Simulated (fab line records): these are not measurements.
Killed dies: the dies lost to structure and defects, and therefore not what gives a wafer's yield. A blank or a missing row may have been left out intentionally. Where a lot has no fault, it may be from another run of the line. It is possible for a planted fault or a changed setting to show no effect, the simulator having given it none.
Which tool is to blame? :: flow berkeleyCmos170 :: 12 lots, 36 wafers sampled, at 1 step of a route of 331

## WHAT THE GAUGES SHOWED, per wafer
UCB170_PWELL_THK_MEAS_03.
lot: L075
measured: day 2 21:56
on: filmMetro-03
PWELL_OXIDE_THK (nm): 26.5 26.6 26.2

lot: L077
measured: day 3 09:00
on: filmMetro-04
PWELL_OXIDE_THK (nm): 25.9 26.2 26.0

lot: L079
measured: day 3 20:53
on: filmMetro-01
PWELL_OXIDE_THK (nm): 26.3 27.0 26.8

lot: L081
measured: day 4 06:11
on: filmMetro-01
PWELL_OXIDE_THK (nm): 26.2 26.2 25.9

lot: L083
measured: day 4 22:16
on: filmMetro-03
PWELL_OXIDE_THK (nm): 26.4 26.5 26.1

lot: L085
measured: day 5 01:01
on: filmMetro-03
PWELL_OXIDE_THK (nm): 25.8 25.5 25.8

lot: L086
measured: day 5 09:29
on: filmMetro-04
PWELL_OXIDE_THK (nm): 25.7 26.4 26.2

lot: L090
measured: day 6 03:24
on: filmMetro-03
PWELL_OXIDE_THK (nm): 24.9 25.4 25.5

lot: L091
measured: day 6 03:25
on: filmMetro-04
PWELL_OXIDE_THK (nm): 25.3 24.9 24.8

lot: L094
measured: day 7 01:54
on: filmMetro-03
PWELL_OXIDE_THK (nm): 25.6 26.1 25.6

lot: L097
measured: day 7 09:59
on: filmMetro-03
PWELL_OXIDE_THK (nm): 25.8 25.7 26.1

lot: L096
measured: day 7 14:44
on: filmMetro-04
PWELL_OXIDE_THK (nm): 26.2 26.0 26.5

## WHICH TOOL RAN EACH LOT (tool, then ch and the chambers of the sampled wafers, then the start)
No process step before these readings appears in the record.

## THE ANSWER, worked out from the rows above alone
Rule: the usual values come from the lots themselves. The widest of any qualifying gaps counts: lots, ordered by their means at a reading, are off when they make up no more than a third of the lots, leave a main group of 4 or more, and stand apart from it by 3 or more times the standard deviation of that group's means. A main group whose means are all the same, to the digits that the tables above print for the reading, isn't used. A lot without any number at a reading at which 4 lots or more have one is off too. The other lots that the step has rows for count as sound.
Across all readings shown, no lot is off: no conclusion can be drawn from this.

## WHAT THE SIMULATOR PUT IN
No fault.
